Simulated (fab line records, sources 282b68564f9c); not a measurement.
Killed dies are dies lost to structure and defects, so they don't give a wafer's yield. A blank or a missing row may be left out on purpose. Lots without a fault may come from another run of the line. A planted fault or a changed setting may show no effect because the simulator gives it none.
Split-lot experiment | flow rit_cmos | 5 lots, 23 wafers read, on a route of 202 steps

THE SPLIT
At RIT_ACTIVE_OXIDATION_01 (target thk 46.8 nm, ox time 3360 s), the setting ox_time_s was moved away from the recipe's 3360 s on 10 of the 23 wafers read, by -9.4% to +7.8%. The other wafers ran this setting at the recipe's value.

The reading is taken at the split's own step.

THE READING
SiO2_of_ACTIVE_OXIDATION_01.thk_nm (the simulator's own value, which no gauge read), in nm, at RIT_ACTIVE_OXIDATION_01 (target thk 46.8 nm, ox time 3360 s). The file gives no usual value for it. The 13 wafers here that ran the recipe average 46.30 nm, standard deviation 0.81 nm.

wafer  | tool, chamber at the split | ox_time_s as run, s | against the recipe | SiO2_of_ACTIVE_OXIDATION_01.thk_nm, nm | against lot-mates on the recipe
L075.1 | -, -                       | 3360                | recipe             | 45.38                                  | -
L075.2 | -, -                       | 3360                | recipe             | 45.73                                  | -
L075.3 | -, -                       | 3360                | recipe             | 45.35                                  | -
L075.4 | -, -                       | 3360                | recipe             | 45.95                                  | -
L075.5 | -, -                       | 3360                | recipe             | 45.62                                  | -
L076.1 | furnace-03, 0              | 3360                | recipe             | 47.47                                  | -
L076.4 | furnace-03, 0              | 3360                | recipe             | 47.71                                  | -
L076.5 | furnace-03, 0              | 3360                | recipe             | 47.7                                   | -
L080.1 | -, -                       | 3043                | -9.4%              | 42.94                                  | no lot-mate on the recipe
L080.2 | -, -                       | 3043                | -9.4%              | 43.31                                  | no lot-mate on the recipe
L080.3 | -, -                       | 3043                | -9.4%              | 42.98                                  | no lot-mate on the recipe
L080.4 | -, -                       | 3043                | -9.4%              | 43.24                                  | no lot-mate on the recipe
L080.5 | -, -                       | 3043                | -9.4%              | 42.63                                  | no lot-mate on the recipe
L082.1 | -, -                       | 3621                | +7.8%              | 48.21                                  | no lot-mate on the recipe
L082.2 | -, -                       | 3621                | +7.8%              | 47.81                                  | no lot-mate on the recipe
L082.3 | -, -                       | 3621                | +7.8%              | 48.82                                  | no lot-mate on the recipe
L082.4 | -, -                       | 3621                | +7.8%              | 47.82                                  | no lot-mate on the recipe
L082.5 | -, -                       | 3621                | +7.8%              | 48.51                                  | no lot-mate on the recipe
L085.2 | -, -                       | 3360                | recipe             | 45.83                                  | -
L085.3 | -, -                       | 3360                | recipe             | 46.55                                  | -
L085.4 | -, -                       | 3360                | recipe             | 46.09                                  | -
L085.5 | -, -                       | 3360                | recipe             | 46.58                                  | -
L085.6 | -, -                       | 3360                | recipe             | 45.98                                  | -

THE FIT
A straight line over all 23 wafers: SiO2_of_ACTIVE_OXIDATION_01.thk_nm changes by +0.306 nm for each +1% of ox_time_s; r = +0.93; the points scatter about the line by 0.71 nm.
Too few moved wafers have a lot-mate on the recipe to fit a line with each lot's own level taken away.

THE FILE'S OWN FIT
SiO2_of_ACTIVE_OXIDATION_01.thk_nm changes by +0.306 nm for each +1% of ox_time_s, r = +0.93.
